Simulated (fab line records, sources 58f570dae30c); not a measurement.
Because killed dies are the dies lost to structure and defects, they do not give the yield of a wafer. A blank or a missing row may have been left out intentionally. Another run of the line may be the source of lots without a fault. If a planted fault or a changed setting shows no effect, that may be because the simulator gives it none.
Comparing a struck lot with a sound one || flow berkeley cmos170 || 21 steps out of a route of 331
Sound: these wafers, L639.1, L639.2, L639.5. Struck: wafers L651.1, L651.3, L651.4. At the end, the cause is stated.
Each step with rows lists, per side, the tool, then ch with its chambers, then its first start. Under that, the readings that differ: sound wafers || struck wafers || difference of the means || sigmas: that difference in standard deviations of wafers without a fault.
alike: same words and numbers on both sides, and readings whose means sit less than 2 such deviations apart. not compared: any withheld reading, any reading some wafer has no value for, any bound like >300 that may hide the same value, and any number with overlapping values for which the record gives no deviation.
Wherever a step has rows on one side only, a row that says differs or no value, or a row with sigmas, the two part there. When numbers do not overlap yet have no deviation, they are printed without sigmas and do not part them. A reading that every wafer of one side lacks parts them only if that side has two wafers or more.

UCB170_PVT_STRIP_08: strips in O2.
  sound on plasma asher-04 ch 0,1, day 6 13:56; struck on plasma asher-04 ch 0,1, day 9 10:12
  alike: chamber pressure mTorr, drypump motor current A, oes product au, strip time to endpoint s
  not compared: rf hours counter h
UCB170_PVT_TW_MEAS_09:
  sound: film metro-02 at day 6 14:02; struck: film metro-03 at day 9 10:18
{"reading": "PVT_TW", "sound": "496 494 497", "struck": "505 504 506", "difference": "+9", "sigmas": "+2"}
then, 1 step without rows for these wafers: UCB170_GATE_WET_ETCH_00 (etches SiO2 in dHF, time 200 s).
UCB170_FIELD_THK_MEAS_91:
  sound: film metro-03 at day 6 14:09; struck: film metro-02 at day 9 10:28
  alike: FIELD_OXIDE_LEFT_2_THK
then, 1 step without rows for these wafers: UCB170_GATE_OXIDATION_01 (target thk 6.6 nm, ox time 1800 s).
UCB170_GATE_THK_MEAS_02:
  sound: film metro-02 at day 6 18:08; struck: film metro-02 at day 9 22:09
  alike: GATE_OXIDE_THK
then, 2 steps without rows for these wafers: UCB170_GATE_ANNEAL_03 (time 1800 s); UCB170_GATE_CVD_04 (deposits poly-Si from SiH4, time 1440 s, target thk 214 nm).
UCB170_GATE_THK_MEAS_05:
  sound: film metro-01 at day 7 01:04; struck: film metro-02 at day 10 04:03
  alike: GATE_POLY_THK
then, 3 steps without rows for these wafers: UCB170_GATE_COAT_06; UCB170_GATE_COAT_07 (resist thk 900 nm); UCB170_GATE_SOFTBAKE_08 (time 60 s).
UCB170_GATE_EXPOSE_09: exposes mask POLY, target cd 350 nm.
  sound on krf scanner-01 ch 0, day 7 01:52; struck on krf scanner-01 ch 0, day 10 04:48
{"reading": "mask", "sound": "POLY#0 POLY#0 POLY#0", "struck": "POLY_R1#0 POLY_R1#0 POLY_R1#0", "difference": "differs", "sigmas": ""}
then, 2 steps without rows for these wafers: UCB170_GATE_PEB_10; UCB170_GATE_DEVELOP_11 (develop time 45 s).
UCB170_GATE_CD_MEAS_12: target cd 350 nm.
  sound: cd sem-01 at day 7 02:41; struck: cd sem-01 at day 10 05:12
{"reading": "cd nm (nm)", "sound": "352.0 350.3 351.3", "struck": "280.7 279.8 280.1", "difference": -71.0, "sigmas": -51}
UCB170_GATE_OVL_MEAS_13:
  sound: overlay-01 at day 7 02:50; struck: overlay-01 at day 10 05:19
  alike: GATE_OVL
UCB170_GATE_ETCH_14: etches BARC in N2/H2.
  sound on rie diel-01 ch 0,2, day 7 02:52; struck on rie diel-03 ch 1,2,3, day 10 05:21
  alike: chamber pressure mTorr, drypump motor current A, oes product au, throttle valve pct
UCB170_GATE_ETCH_15: etches poly-Si in HBr/Cl2, stops on SiO2, time 56.3 s, target depth 278.2 nm.
  sound on rie si-02 ch 1,3, day 7 02:55; struck on rie si-02 ch 1,3, day 10 05:24
{"reading": "model.GATE.cd nm (nm)", "sound": "352.4 351 351.9", "struck": "280.9 279.4 279.7", "difference": -71.8, "sigmas": ""}
  alike: chamber pressure mTorr, drypump motor current A, oes product au, throttle valve pct
  not compared: rf hours counter h
UCB170_GATE_STRIP_16: strips in O2.
  sound on plasma asher-03 ch 0,1, day 7 02:58; struck on plasma asher-03 ch 0,1, day 10 05:28
  alike: chamber pressure mTorr, drypump motor current A, oes product au
  not compared: rf hours counter h
UCB170_M3_PROBE_99:
  the record has rows for the struck wafers here (prober-01, day 12 05:08) and none for the sound ones

== WHERE THEY PART ==
Earliest at UCB170_PVT_TW_MEAS_09; latest, in this record, at UCB170_M3_PROBE_99.

WHY: whatever the simulator had introduced
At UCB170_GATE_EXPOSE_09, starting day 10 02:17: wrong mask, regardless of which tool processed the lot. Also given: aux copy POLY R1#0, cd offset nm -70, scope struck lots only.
